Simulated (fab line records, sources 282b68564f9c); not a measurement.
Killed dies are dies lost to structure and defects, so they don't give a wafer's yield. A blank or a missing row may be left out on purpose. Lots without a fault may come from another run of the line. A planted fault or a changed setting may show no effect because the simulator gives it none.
Which tool did it? | flow rit_cmos | 14 lots, 42 wafers sampled, at 5 steps of a route of 202

WHAT THE GAUGES READ, wafer by wafer
RIT_NWELL_OVL_MEAS_06.
lot  | measured    | on         | NWELL_OVL (nm)
L440 | day 1 20:12 | overlay-01 | -0.1 0.7 -1.2
L442 | day 2 06:49 | overlay-01 | 0.7 -1.0 2.4
L443 | day 2 13:16 | overlay-01 | 0.3 1.7 0.7
L444 | day 2 17:01 | overlay-01 | 1.5 -1.6 0.7
L445 | day 2 21:46 | overlay-02 | 2.5 2.6 3.8
L448 | day 3 12:44 | overlay-02 | -0.1 -1.1 1.2
L450 | day 3 22:08 | overlay-02 | 0.0 -2.1 -0.8
L453 | day 4 13:20 | overlay-02 | 0.5 2.9 2.4
L454 | day 4 19:26 | overlay-01 | -0.4 -1.1 -1.2
L456 | day 5 04:56 | overlay-01 | 0.1 -0.6 0.0
L457 | day 5 09:14 | overlay-02 | 0.0 0.0 1.2
L460 | day 6 00:42 | overlay-01 | -0.9 -0.9 -0.2
L462 | day 6 11:06 | overlay-01 | 1.8 -0.2 -0.5
L463 | day 6 15:19 | overlay-02 | 1.5 3.1 2.5

RIT_NRETRO_OVL_MEAS_06.
lot  | measured    | on         | NRETRO_OVL (nm)
L440 | day 2 04:45 | overlay-02 | 0.3 -0.8 -0.1
L442 | day 2 15:29 | overlay-02 | 1.4 -0.4 1.9
L443 | day 2 21:49 | overlay-01 | 2.1 0.5 1.0
L444 | day 3 01:29 | overlay-01 | 1.6 -1.3 0.7
L445 | day 3 06:26 | overlay-01 | -2.5 -1.6 -1.4
L448 | day 3 21:40 | overlay-01 | -1.8 0.1 -0.9
L450 | day 4 07:42 | overlay-02 | 0.6 3.3 -1.0
L453 | day 4 21:53 | overlay-02 | -1.1 -1.3 -1.3
L454 | day 5 03:51 | overlay-02 | 0.8 -0.4 0.3
L456 | day 5 13:36 | overlay-02 | -0.4 1.1 -1.6
L457 | day 5 18:20 | overlay-01 | -1.1 -1.7 0.1
L460 | day 6 09:38 | overlay-02 | -1.4 -2.3 -0.6
L462 | day 6 19:44 | overlay-02 | -0.8 0.5 1.0
L463 | day 6 23:53 | overlay-01 | -3.4 -0.4 -2.0

RIT_FOX2_THK_MEAS_91.
lot  | measured    | on            | FIELD_OXIDE_LEFT_2_THK (nm)
L440 | day 2 07:31 | film_metro-03 | 250 249 256
L442 | day 2 18:09 | film_metro-03 | 262 268 264
L443 | day 3 00:36 | film_metro-01 | 252 254 251
L444 | day 3 04:29 | film_metro-04 | 263 262 261
L445 | day 3 09:15 | film_metro-01 | 247 248 250
L448 | day 4 00:21 | film_metro-03 | 260 266 258
L450 | day 4 10:28 | film_metro-03 | 261 264 259
L453 | day 5 00:37 | film_metro-04 | 268 264 265
L454 | day 5 06:38 | film_metro-01 | 260 258 258
L456 | day 5 16:32 | film_metro-03 | 260 261 263
L457 | day 5 20:58 | film_metro-01 | 271 267 262
L460 | day 6 12:26 | film_metro-03 | 253 257 260
L462 | day 6 22:25 | film_metro-01 | 256 265 265
L463 | day 7 02:34 | film_metro-03 | 258 258 254

RIT_GATE_THK_MEAS_07.
lot  | measured    | on            | GATE_OXIDE_THK (nm)
L440 | day 2 08:55 | film_metro-03 | 3.10 3.11 3.12
L442 | day 2 19:56 | film_metro-03 | 3.01 3.08 2.98
L443 | day 3 01:59 | film_metro-04 | 2.99 2.96 3.01
L444 | day 3 06:38 | film_metro-03 | 3.13 3.03 3.12
L445 | day 3 10:38 | film_metro-01 | 3.07 3.05 3.12
L448 | day 4 02:35 | film_metro-01 | 4.88 4.78 4.81
L450 | day 4 11:57 | film_metro-01 | 4.83 4.88 4.82
L453 | day 5 03:18 | film_metro-03 | 3.12 3.05 3.04
L454 | day 5 08:01 | film_metro-03 | 3.02 3.00 3.01
L456 | day 5 17:55 | film_metro-01 | 3.04 3.10 2.94
L457 | day 5 22:21 | film_metro-03 | 3.08 3.12 3.08
L460 | day 6 13:50 | film_metro-03 | 3.03 3.05 3.04
L462 | day 6 23:48 | film_metro-01 | 2.88 2.93 3.01
L463 | day 7 04:13 | film_metro-04 | 2.84 2.96 2.84

WHICH TOOL RAN EACH LOT (tool, then ch and the chambers of the sampled wafers, then the start)
lot  | RIT_GATE_OXIDATION_05
L440 | furnace-01 ch 0, day 2 07:34
L442 | furnace-02 ch 0, day 2 18:13
L443 | furnace-04 ch 0, day 3 00:38
L444 | furnace-01 ch 0, day 3 05:19
L445 | furnace-04 ch 0, day 3 09:18
L448 | furnace-02 ch 0, day 4 01:14
L450 | furnace-02 ch 0, day 4 10:37
L453 | furnace-04 ch 0, day 5 00:58
L454 | furnace-04 ch 0, day 5 06:40
L456 | furnace-04 ch 0, day 5 16:34
L457 | furnace-01 ch 0, day 5 21:01
L460 | furnace-01 ch 0, day 6 12:29
L462 | furnace-02 ch 0, day 6 22:29
L463 | furnace-02 ch 0, day 7 02:53
- RIT_GATE_OXIDATION_05: target thk 3 nm, ox time 270 s.

WHAT THE TOOLS THEMSELVES READ (means of the sampled wafers that have a number; where no wafer has one, the mark that the record gives instead)
RIT_GATE_OXIDATION_05.
lot  | tool       | spike_tc_source_C (C)
L440 | furnace-01 | 925.2
L442 | furnace-02 | 921.5
L443 | furnace-04 | 924.9
L444 | furnace-01 | 925.4
L445 | furnace-04 | 924.3
L448 | furnace-02 | 922.5
L450 | furnace-02 | 922.7
L453 | furnace-04 | 924.2
L454 | furnace-04 | 923.3
L456 | furnace-04 | 924.4
L457 | furnace-01 | 924.6
L460 | furnace-01 | 924.7
L462 | furnace-02 | 923.3
L463 | furnace-02 | 921.9

THE ANSWER, worked out from the rows above alone
Rule: what is usual is taken from the lots themselves. Put in order of their means at a reading, lots are off if they are a third of the lots or fewer, leave a main group of 4 or more, and stand apart from it by a gap of 3 or more times the standard deviation of the main group's means; of several such gaps the widest counts. A main group whose means are all the same, to the digits that the tables above print for the reading, isn't used. A lot without any number at a reading at which 4 lots or more have one is off too. The other lots that the step has rows for count as sound. The gauges are gone through in route order, then the tools' own readings, and for those a lot's mean is taken as printed above. The first step at which some lot is off is used, and at that step the reading that is off furthest; a lot without a number counts as furthest.
Off: L448, L450, at RIT_GATE_THK_MEAS_07 (GATE_OXIDE_THK). The main group: mean 3.03 nm, standard deviation 0.066.
A tool fits if, at a process step before that reading, it ran every lot that is off, and no sound lot after the first of them. The gauges at RIT_GATE_THK_MEAS_07 are tried like those tools. None of those tried fits.

WHAT THE SIMULATOR HAD PUT IN
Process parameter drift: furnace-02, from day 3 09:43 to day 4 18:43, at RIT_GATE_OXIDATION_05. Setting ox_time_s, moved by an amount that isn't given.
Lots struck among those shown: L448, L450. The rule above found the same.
